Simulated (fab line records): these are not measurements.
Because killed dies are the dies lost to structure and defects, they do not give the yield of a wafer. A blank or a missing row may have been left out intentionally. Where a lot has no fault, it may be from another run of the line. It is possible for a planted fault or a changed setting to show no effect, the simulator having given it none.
Which tool is to blame? :: flow berkeley cmos170 :: Sampling: 14 lots, 42 wafers, 2 of 331 route steps

## WHAT THE GAUGES READ, wafer by wafer
UCB170_M1_CD_MEAS_09: target cd 700 nm. Usual: 700.2 nm for cd nm, sd 1.5.
lot: L659
measured: day 7 19:11
on: cd sem-01
cd nm (nm): 697.5 698.5 696.7
flag: 

lot: L661
measured: day 7 19:29
on: cd sem-01
cd nm (nm): 698.9 699.2 700.1
flag: 

lot: L660
measured: day 7 21:14
on: cd sem-01
cd nm (nm): 702.0 702.4 701.7
flag: 

lot: L663
measured: day 8 01:04
on: cd sem-01
cd nm (nm): 698.6 698.9 699.9
flag: 

lot: L664
measured: day 8 01:40
on: cd sem-01
cd nm (nm): 699.5 698.9 699.7
flag: 

lot: L666
measured: day 8 18:38
on: cd sem-01
cd nm (nm): 700.6 700.4 700.7
flag: 

lot: L665
measured: day 8 19:14
on: cd sem-01
cd nm (nm): 700.0 700.4 699.6
flag: 

lot: L667
measured: day 9 00:49
on: cd sem-01
cd nm (nm): 701.5 700.5 700.5
flag: 

lot: L668
measured: day 9 01:05
on: cd sem-02
cd nm (nm): 697.1 697.7 699.2
flag: 

lot: L669
measured: day 9 13:34
on: cd sem-02
cd nm (nm): 700.6 700.3 699.5
flag: 

lot: L670
measured: day 9 20:17
on: cd sem-01
cd nm (nm): 701.5 703.7 702.6
flag: 

lot: L675
measured: day 11 00:28
on: cd sem-01
cd nm (nm): 708.6 707.6 707.0
flag: OFF

lot: L678
measured: day 11 17:10
on: cd sem-02
cd nm (nm): 701.4 702.7 701.9
flag: 

lot: L680
measured: day 11 17:25
on: cd sem-02
cd nm (nm): 707.8 708.4 709.5
flag: OFF

## TOOL THAT RAN EACH LOT (tool first, then ch and the chambers of the sampled wafers, then the start)
lot: L659
UCB170_M1_COAT_04: litho track-01 ch 0, day 7 18:00

lot: L661
UCB170_M1_COAT_04: litho track-01 ch 0, day 7 18:00

lot: L660
UCB170_M1_COAT_04: litho track-02 ch 0, day 7 20:00

lot: L663
UCB170_M1_COAT_04: litho track-02 ch 0, day 8 00:00

lot: L664
UCB170_M1_COAT_04: litho track-02 ch 0, day 8 00:00

lot: L666
UCB170_M1_COAT_04: litho track-02 ch 0, day 8 17:00

lot: L665
UCB170_M1_COAT_04: litho track-03 ch 0, day 8 18:00

lot: L667
UCB170_M1_COAT_04: litho track-02 ch 0, day 8 23:00

lot: L668
UCB170_M1_COAT_04: litho track-03 ch 0, day 9 00:00

lot: L669
UCB170_M1_COAT_04: litho track-02 ch 0, day 9 12:00

lot: L670
UCB170_M1_COAT_04: litho track-02 ch 0, day 9 19:00

lot: L675
UCB170_M1_COAT_04: litho track-03 ch 0, day 10 23:00

lot: L678
UCB170_M1_COAT_04: litho track-01 ch 0, day 11 15:00

lot: L680
UCB170_M1_COAT_04: litho track-03 ch 0, day 11 16:00
- UCB170_M1_COAT_04: resist thk 911.6 nm.

## AS READ BY THE TOOLS THEMSELVES (means over the sampled wafers that have a number; for cases with no such wafer, the mark the record gives instead)
UCB170_M1_COAT_04. Usual: exhaust pa 44.9 Pa, standard deviation 0.95; spin speed rpm 1500.1 rpm, standard deviation 1.
lot: L659
tool: litho track-01
exhaust pa (Pa): 45.8
spin speed rpm (rpm): 1500.6
flag: 

lot: L661
tool: litho track-01
exhaust pa (Pa): 45.2
spin speed rpm (rpm): 1501.0
flag: 

lot: L660
tool: litho track-02
exhaust pa (Pa): 44.9
spin speed rpm (rpm): 1500.5
flag: 

lot: L663
tool: litho track-02
exhaust pa (Pa): 45.1
spin speed rpm (rpm): 1500.0
flag: 

lot: L664
tool: litho track-02
exhaust pa (Pa): 46.1
spin speed rpm (rpm): 1500.9
flag: 

lot: L666
tool: litho track-02
exhaust pa (Pa): 45.6
spin speed rpm (rpm): 1500.3
flag: 

lot: L665
tool: litho track-03
exhaust pa (Pa): 45.1
spin speed rpm (rpm): 1500.6
flag: 

lot: L667
tool: litho track-02
exhaust pa (Pa): 44.5
spin speed rpm (rpm): 1498.8
flag: 

lot: L668
tool: litho track-03
exhaust pa (Pa): 45.2
spin speed rpm (rpm): 1500.1
flag: 

lot: L669
tool: litho track-02
exhaust pa (Pa): 44.2
spin speed rpm (rpm): 1498.8
flag: 

lot: L670
tool: litho track-02
exhaust pa (Pa): 45.7
spin speed rpm (rpm): 1499.6
flag: 

lot: L675
tool: litho track-03
exhaust pa (Pa): 45.1
spin speed rpm (rpm): 1012.1
flag: OFF

lot: L678
tool: litho track-01
exhaust pa (Pa): 44.1
spin speed rpm (rpm): 1501.1
flag: 

lot: L680
tool: litho track-03
exhaust pa (Pa): 43.8
spin speed rpm (rpm): 1013.8
flag: OFF

## THE ANSWER, worked out from the rows above alone
Rule: a lot counts as off when the mean over its wafers that have a number is more than 3 standard deviations away from the usual mean. Also off: a lot with no number at a reading for which 4 or more lots have one. All remaining lots with rows at the step are treated as sound. Order of review: gauges by route order, followed by the tools' own readings, for which a lot's mean as printed above is used. The first step at which some lot is off is used, and at that step the reading that is off furthest; a lot without a number counts as furthest.
Off, at UCB170_M1_CD_MEAS_09 on cd nm: L675, L680.
A tool fits if, at a process step before that reading, it ran every lot that is off, and no sound lot after the first of them. Not tried: the gauges at UCB170_M1_CD_MEAS_09; whatever is off there is also off at UCB170_M1_COAT_04, on other tools, and gauge error can't account for it. One candidate fits, namely litho track-03 at UCB170_M1_COAT_04. Its last sound lot is L668 (day 9 00:00), its first lot that is off L675 (day 10 23:00): a fault that began between those two fits.
The tool's own readings at UCB170_M1_COAT_04 bear it out: on the lots that are off they differ by more than 5 times the standard deviation of the sound lots' means. spin speed rpm reads 1013.0 rpm there against 1500.2 rpm on the sound lots.

## WHAT THE SIMULATOR HAD PUT IN
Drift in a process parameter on litho track-03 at UCB170_M1_COAT_04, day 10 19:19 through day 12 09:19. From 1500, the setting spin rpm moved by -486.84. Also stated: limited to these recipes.
Shown lots that were struck: L675, L680. Same finding as the rule above.
